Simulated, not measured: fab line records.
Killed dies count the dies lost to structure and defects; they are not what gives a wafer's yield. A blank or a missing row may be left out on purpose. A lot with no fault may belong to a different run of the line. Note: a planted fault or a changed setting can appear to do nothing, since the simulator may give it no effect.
Comparing a struck lot with a sound one -- flow ritCmos -- 15 out of 202 route steps
Sound: the wafers L725.2, L725.4, L725.5. Wafers struck: L735.1, L735.5, L735.6. The cause comes at the end.
Per side, at each step with rows, come the tool, then ch with its chambers, and then its first start. Under that, the readings that differ: sound wafers -- struck wafers -- difference of the means -- sigmas: that difference in standard deviations of wafers without a fault.
alike: readings whose means differ by less than 2 such deviations, and words and numbers that are the same on both sides. not compared: withheld readings, readings that some wafer has no value for, bounds like >300 that may hide the same value, and numbers for which the record gives no deviation and whose values overlap.
The two part at a step that has a row with sigmas, a row that says differs or no value, or rows on one side only. Numbers that have no deviation but don't overlap get no sigmas and don't part them. Lack of a reading on every wafer of one side parts them only where that side has two or more wafers.

first, 4 steps without rows for these wafers: RIT_GATE_CLEAN_01 (cleans in SC1, time 600 s); RIT_GATE_CLEAN_02 (cleans in dHF, time 30 s); RIT_GATE_CLEAN_03 (cleans in SC2, time 600 s); RIT_GATE_CLEAN_04 (cleans in dHF, time 60 s).
RIT_FOX2_THK_MEAS_91:
  sound on filmMetro-02, day 4 10:08; struck on filmMetro-04, day 6 13:52
  alike: FIELD_OXIDE_LEFT_2_THK
then, 2 steps without rows for these wafers: RIT_GATE_OXIDATION_05 (target thk 3 nm, ox time 270 s); RIT_GATE_ANNEAL_06 (time 600 s).
RIT_GATE_THK_MEAS_07:
  sound on filmMetro-02, day 4 14:52; struck on filmMetro-04, day 6 15:14
  alike: GATE_OXIDE_THK
then, 1 step without rows for these wafers: RIT_GATE_CVD_08 (deposits poly-Si from SiH4, target thk 250 nm, time 2220 s).
RIT_GATE_THK_MEAS_09:
  sound on filmMetro-04, day 4 17:22; struck on filmMetro-02, day 6 16:55
  alike: GATE_POLY_THK
then, 2 steps without rows for these wafers: RIT_GATE_HMDS_10 (prime time 60 s); RIT_GATE_COAT_11 (resist thk 850 nm).
RIT_GATE_SOFTBAKE_12: time 60 s.
  sound on lithoTrack-04 ch 0, day 4 17:44; struck on lithoTrack-02 ch 0, day 6 17:17
reading,sound,struck,difference,sigmas
heaterPowerTotalW (W),34.57 34.56 34.58,34.25 34.20 34.15,-0.37,-8
plateTempC (C),90.03 90.02 89.96,89.08 89.07 89.00,-0.95,-8
then, 1 step without rows for these wafers: RIT_GATE_EXPOSE_13 (exposes mask M6, target cd 150 nm).
RIT_M1_PROBE_99:
  sound on prober-01, day 5 19:26; struck on prober-02, day 7 16:13
  alike: killedAtContacts, killedAtFrontEnd, killedDies, killedOpen, killedShort

## WHERE THEY PART
At RIT_GATE_SOFTBAKE_12 and nowhere else, as far as this record goes. Later steps at which nothing parts them and some readings are alike: RIT_M1_PROBE_99.

WHY: the cause the simulator had injected
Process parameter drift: lithoTrack-02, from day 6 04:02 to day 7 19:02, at RIT_GATE_SOFTBAKE_12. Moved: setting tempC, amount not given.
